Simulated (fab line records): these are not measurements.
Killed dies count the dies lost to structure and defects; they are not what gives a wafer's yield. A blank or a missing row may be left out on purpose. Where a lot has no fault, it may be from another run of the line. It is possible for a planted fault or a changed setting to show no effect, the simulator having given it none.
Which tool did it? / flow ritCmos / route of 202 steps, sampled at 1 step: 15 lots, 45 wafers

## WHAT THE GAUGES READ, wafer by wafer
No reading from a measuring or inspecting step in the record can be judged against a usual standard deviation.

## WHAT TOOL EACH LOT RAN ON (gives the tool, then ch and the chambers of the sampled wafers, and finally the start)
lot=L361; RIT_SILICIDE_RTA_06=rtpAnneal-02 ch 0, day 3 11:42
lot=L362; RIT_SILICIDE_RTA_06=rtpAnneal-01 ch 0, day 3 18:09
lot=L363; RIT_SILICIDE_RTA_06=rtpAnneal-02 ch 0, day 3 23:25
lot=L366; RIT_SILICIDE_RTA_06=rtpAnneal-01 ch 0, day 4 12:32
lot=L370; RIT_SILICIDE_RTA_06=rtpAnneal-01, day 5 10:20
lot=L371; RIT_SILICIDE_RTA_06=rtpAnneal-02, day 5 16:50
lot=L372; RIT_SILICIDE_RTA_06=rtpAnneal-01, day 5 22:38
lot=L374; RIT_SILICIDE_RTA_06=rtpAnneal-01 ch 0, day 6 06:07
lot=L375; RIT_SILICIDE_RTA_06=rtpAnneal-02 ch 0, day 6 13:25
lot=L376; RIT_SILICIDE_RTA_06=rtpAnneal-01 ch 0, day 6 18:41
lot=L377; RIT_SILICIDE_RTA_06=rtpAnneal-02 ch 0, day 6 21:48
lot=L378; RIT_SILICIDE_RTA_06=rtpAnneal-01 ch 0, day 7 02:26
lot=L379; RIT_SILICIDE_RTA_06=rtpAnneal-02 ch 0, day 7 05:32
lot=L381; RIT_SILICIDE_RTA_06=rtpAnneal-02 ch 0, day 7 17:31
lot=L382; RIT_SILICIDE_RTA_06=rtpAnneal-01 ch 0, day 7 21:59
- RIT_SILICIDE_RTA_06: time 10 s, ramp up 5 s, ramp down 10 s.

## WHAT THE TOOLS THEMSELVES READ (means of the sampled wafers that have a number; where no wafer has one, the mark that the record gives instead)
RIT_SILICIDE_RTA_06. Usual: annealTempCMax 753.4, standard deviation 0.8; chamberO2Ppm 2.000, standard deviation 0.023; wafer_temp_C_max 752.9, standard deviation 0.72.
lot=L361 tool=rtpAnneal-02 annealTempCMax=754.2 chamberO2Ppm=1.998 wafer_temp_C_max=752.5 flag=
lot=L362 tool=rtpAnneal-01 annealTempCMax=752.3 chamberO2Ppm=1.990 wafer_temp_C_max=753.4 flag=
lot=L363 tool=rtpAnneal-02 annealTempCMax=754.6 chamberO2Ppm=2.002 wafer_temp_C_max=752.1 flag=
lot=L366 tool=rtpAnneal-01 annealTempCMax=752.8 chamberO2Ppm=2.013 wafer_temp_C_max=753.4 flag=
lot=L370 tool=rtpAnneal-01 annealTempCMax=- chamberO2Ppm=- wafer_temp_C_max=- flag=OFF
lot=L371 tool=rtpAnneal-02 annealTempCMax=- chamberO2Ppm=- wafer_temp_C_max=- flag=OFF
lot=L372 tool=rtpAnneal-01 annealTempCMax=- chamberO2Ppm=- wafer_temp_C_max=- flag=OFF
lot=L374 tool=rtpAnneal-01 annealTempCMax=753.4 chamberO2Ppm=2.013 wafer_temp_C_max=753.0 flag=
lot=L375 tool=rtpAnneal-02 annealTempCMax=753.8 chamberO2Ppm=2.043 wafer_temp_C_max=752.2 flag=
lot=L376 tool=rtpAnneal-01 annealTempCMax=752.6 chamberO2Ppm=2.017 wafer_temp_C_max=753.2 flag=
lot=L377 tool=rtpAnneal-02 annealTempCMax=753.0 chamberO2Ppm=2.005 wafer_temp_C_max=751.8 flag=
lot=L378 tool=rtpAnneal-01 annealTempCMax=752.5 chamberO2Ppm=2.002 wafer_temp_C_max=753.3 flag=
lot=L379 tool=rtpAnneal-02 annealTempCMax=754.1 chamberO2Ppm=1.994 wafer_temp_C_max=752.4 flag=
lot=L381 tool=rtpAnneal-02 annealTempCMax=754.6 chamberO2Ppm=2.001 wafer_temp_C_max=752.0 flag=
lot=L382 tool=rtpAnneal-01 annealTempCMax=752.8 chamberO2Ppm=1.984 wafer_temp_C_max=753.4 flag=

## THE ANSWER, worked out from the rows above alone
Rule: take the mean of a lot's wafers that have a number; if it is more than 3 standard deviations from the usual mean, the lot is off. A lot without any number at a reading at which 4 lots or more have one is off too. The other lots that the step has rows for count as sound. After the gauges, taken in route order, come the tools' own readings; for these a lot's mean is taken, as printed above. At the first step where some lot is off, the reading lying furthest off is the one used; lots without a number count as furthest.
Off: L370, L371, L372, at RIT_SILICIDE_RTA_06 (annealTempCMax). Without a number there: L370, L371, L372.
If a tool, at that step or one of the process steps before it, ran each lot that is off and ran no sound lot following the first of them, it fits. No candidate that was tried fits.

## WHAT THE SIMULATOR HAD PUT IN
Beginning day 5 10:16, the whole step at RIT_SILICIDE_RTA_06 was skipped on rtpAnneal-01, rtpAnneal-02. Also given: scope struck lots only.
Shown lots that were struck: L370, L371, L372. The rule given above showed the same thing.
